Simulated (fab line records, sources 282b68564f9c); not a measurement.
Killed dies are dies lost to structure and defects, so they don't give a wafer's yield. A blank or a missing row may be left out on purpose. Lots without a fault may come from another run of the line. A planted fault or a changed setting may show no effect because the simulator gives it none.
Which tool did it? | flow rit_cmos | 6 lots, 18 wafers sampled, at 2 steps of a route of 202

WHAT THE GAUGES READ, wafer by wafer
RIT_PSD_OVL_MEAS_06.
lot  | measured    | on         | PSD_OVL (nm)
L233 | day 3 16:34 | overlay-02 | 3.6 2.5 1.3
L235 | day 4 05:01 | overlay-01 | -0.5 -1.0 0.0
L237 | day 4 16:26 | overlay-01 | 0.6 1.3 1.8
L240 | day 5 02:34 | overlay-01 | - - -
L243 | day 5 18:34 | overlay-01 | -0.8 0.8 -0.6
L252 | day 7 16:26 | overlay-02 | -0.8 -0.8 -0.5

WHICH TOOL RAN EACH LOT (tool, then ch and the chambers of the sampled wafers, then the start)
lot  | RIT_PSD_EXPOSE_03
L233 | iline_stepper-02 ch 0, day 3 16:10
L235 | iline_stepper-01 ch 0, day 4 04:37
L237 | iline_stepper-02 ch 0, day 4 16:03
L240 | iline_stepper-02 ch 0, day 5 02:10
L243 | iline_stepper-01 ch 0, day 5 18:13
L252 | iline_stepper-02 ch 0, day 7 16:02
- RIT_PSD_EXPOSE_03: exposes mask M10, target cd 40900 nm.

THE ANSWER, worked out from the rows above alone
Rule: what is usual is taken from the lots themselves. Put in order of their means at a reading, lots are off if they are a third of the lots or fewer, leave a main group of 4 or more, and stand apart from it by a gap of 3 or more times the standard deviation of the main group's means; of several such gaps the widest counts. A main group whose means are all the same, to the digits that the tables above print for the reading, isn't used. A lot without any number at a reading at which 4 lots or more have one is off too. The other lots that the step has rows for count as sound.
Off: L240, at RIT_PSD_OVL_MEAS_06 (PSD_OVL). Without a number there: L240. The main group: mean 0.5 nm, standard deviation 1.2.
A tool fits if, at a process step before that reading, it ran every lot that is off, and no sound lot after the first of them. The gauges at RIT_PSD_OVL_MEAS_06 are tried like those tools. None of those tried fits.

WHAT THE SIMULATOR HAD PUT IN
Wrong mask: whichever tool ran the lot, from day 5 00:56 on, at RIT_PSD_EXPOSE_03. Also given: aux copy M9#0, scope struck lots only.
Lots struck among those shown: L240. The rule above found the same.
